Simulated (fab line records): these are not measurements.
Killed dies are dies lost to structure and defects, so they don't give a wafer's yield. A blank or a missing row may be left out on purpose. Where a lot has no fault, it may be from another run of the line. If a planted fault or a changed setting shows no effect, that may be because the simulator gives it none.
2 desks looking at one fault / flow berkeley-cmos170 / only its own numbers are on each desk; what lay behind them is given at the end

== METROLOGY DESK ==
Means of the sampled wafers that have a number, per lot and without regard to the tool the lot ran on: this is what the gauges read. The brackets show how far a lot's mean lies from the usual mean; more than 4 standard deviations puts the lot out of limits, marked OUT.
Columns: A = cd-nm at UCB170_ACTIVE_CD_MEAS_13, usual 1199.7 nm; B = SACOX_OXIDE_THK at UCB170_SACOX_THK_MEAS_02, usual 14.40 nm; C = PVT_TW at UCB170_PVT_TW_MEAS_09, usual 507; D = GATE_OXIDE_THK at UCB170_GATE_THK_MEAS_02, usual 6.63 nm
lot=L666; first seen here=day 3 23:52; A=1200.7; B=14.64; C=503; D=6.73
lot=L667; first seen here=day 4 00:53; A=1199.9; B=14.58; C=510; D=6.57
lot=L668; first seen here=day 4 06:14; A=1198.5; B=14.16; C=505; D=6.71
lot=L669; first seen here=day 4 13:22; A=1200.8; B=14.65; C=506; D=6.52
lot=L672; first seen here=day 5 06:35; A=1199.7; B=14.87; C=502; D=6.75
lot=L675; first seen here=day 5 11:37; A=1198.5; B=14.86; C=503; D=6.63
lot=L678; first seen here=day 6 11:13; A=1194.9; B=14.12; C=509; D=6.68
lot=L680; first seen here=day 6 20:08; A=1193.1 (-5.1) OUT; B=14.21; C=508; D=6.61
lot=L682; first seen here=day 7 08:17; A=1199.0; B=14.14; C=502; D=6.52
lot=L681; first seen here=day 7 08:39; A=1199.1; B=13.94; C=507; D=6.45
lot=L684; first seen here=day 7 20:24; A=1198.7; B=14.39; C=509; D=6.72
lot=L685; first seen here=day 8 03:04; A=1201.6; B=14.42; C=511; D=6.69
lot=L689; first seen here=day 8 13:31; A=1201.5; B=14.72; C=509; D=6.66
lot=L688; first seen here=day 8 13:49; A=1200.0; B=14.70; C=506; D=6.68
Finding of this desk: L680 out of limits; the first was L680 at day 6 20:08, on cd-nm at UCB170_ACTIVE_CD_MEAS_13. Within limits: L666, L667, L668, L669, L672, L675, L678, L682, L681, L684, L685, L689, L688.

== DESK OF THE TOOL OWNER: litho-track-01 ==
The tool's own readings at UCB170_ACTIVE_COAT_08 (resist thk 900 nm): means of the sampled wafers that have a number, for each lot that ran on this tool. The brackets show how far a lot's mean lies from the usual mean; more than 4 standard deviations puts the lot out of limits, marked OUT.
Columns: A = spin-speed-rpm at UCB170_ACTIVE_COAT_08, usual 1500.1 rpm
lot=L667; first seen here=day 3 23:07; A=1500.2
lot=L672; first seen here=day 5 05:19; A=1501.0
lot=L678; first seen here=day 6 10:32; A=1995.6 (+99 or more) OUT
lot=L680; first seen here=day 6 18:45; A=1997.7 (+99 or more) OUT
Finding of this desk: L678, L680 out of limits; the first was L678 at day 6 10:32, on spin-speed-rpm at UCB170_ACTIVE_COAT_08. Within limits: L667, L672.

== TAKEN TOGETHER ==
The tool owner's desk had the chance to raise an alarm at day 6 10:32 on L678, L680.
At day 6 20:08 the metrology desk could have sounded an alarm, on L680.
The metrology desk has L678 on record, within its limits.
Every lot named ran UCB170_ACTIVE_COAT_08 on litho-track-01.

== WHAT WAS PUT IN BY THE SIMULATOR ==
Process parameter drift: litho-track-01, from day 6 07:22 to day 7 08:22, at UCB170_ACTIVE_COAT_08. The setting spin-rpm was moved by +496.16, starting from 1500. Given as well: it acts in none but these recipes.
Lots struck among those shown: L678, L680.
Fault start to first reading out of limits, in hours, per desk: tool owner, 3; metrology, 13.
